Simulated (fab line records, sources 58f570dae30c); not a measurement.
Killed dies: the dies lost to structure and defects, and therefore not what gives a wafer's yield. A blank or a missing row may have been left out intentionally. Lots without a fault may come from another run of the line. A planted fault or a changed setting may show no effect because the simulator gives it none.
Chamber matching | flow berkeley cmos170 | 4 sister chambers for UCB170_GATE_ETCH_15 on rie si-01
The step etches poly-Si in HBr/Cl2, stops on SiO2, time 56.3 s, target depth 278.2 nm. 4 wafers are shown with their chamber, then 7 later ones without.

== EACH WAFER AND ITS CHAMBER ==
wafer  | chamber | throttle valve pct (%)
L789.4 | 2       | 26.67
L791.3 | 3       | 26.36
L795.2 | 1       | 26.33
L795.3 | 0       | 26.65

== WAFERS WHOSE CHAMBER IS MISSING ==
wafer  | throttle valve pct (%)
L795.6 | 26.37
L809.1 | 26.36
L809.4 | 26.55
L809.5 | 26.32
L806.3 | 26.35
L806.4 | 26.53
L806.5 | 26.35

== WHICH CHAMBER EACH ONE RAN IN ==
wafer  | from the rows above               | in truth
L795.6 | can't be placed: 3 or 1           | 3
L809.1 | can't be placed: 3 or 1           | 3
L809.4 | can't be placed: 0 or 2 or 3      | 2
L809.5 | can't be placed: 1 or 3           | 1
L806.3 | can't be placed: 3 or 1           | 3
L806.4 | can't be placed: 0 or 2 or 3 or 1 | 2
L806.5 | can't be placed: 3 or 1           | 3
0 of 7 placed correctly. Cannot be placed on the basis of these rows: 7; the candidates contain the true chamber in 7. 0 placed wrongly.
How it was worked out, from the rows above alone: a wafer's distance from a chamber is the root of the sum, over the readings, of the square of ((its reading less the chamber's mean) divided by the reading's scatter). The wafer belongs to the nearest chamber; if the next one is less than 2 further off, it can't be placed. The mean given for a chamber averages the wafers shown for that chamber. The scatter (one wafer shown for each chamber): square how far every hidden wafer sits from the nearest shown wafer, average those squares and take the square root.
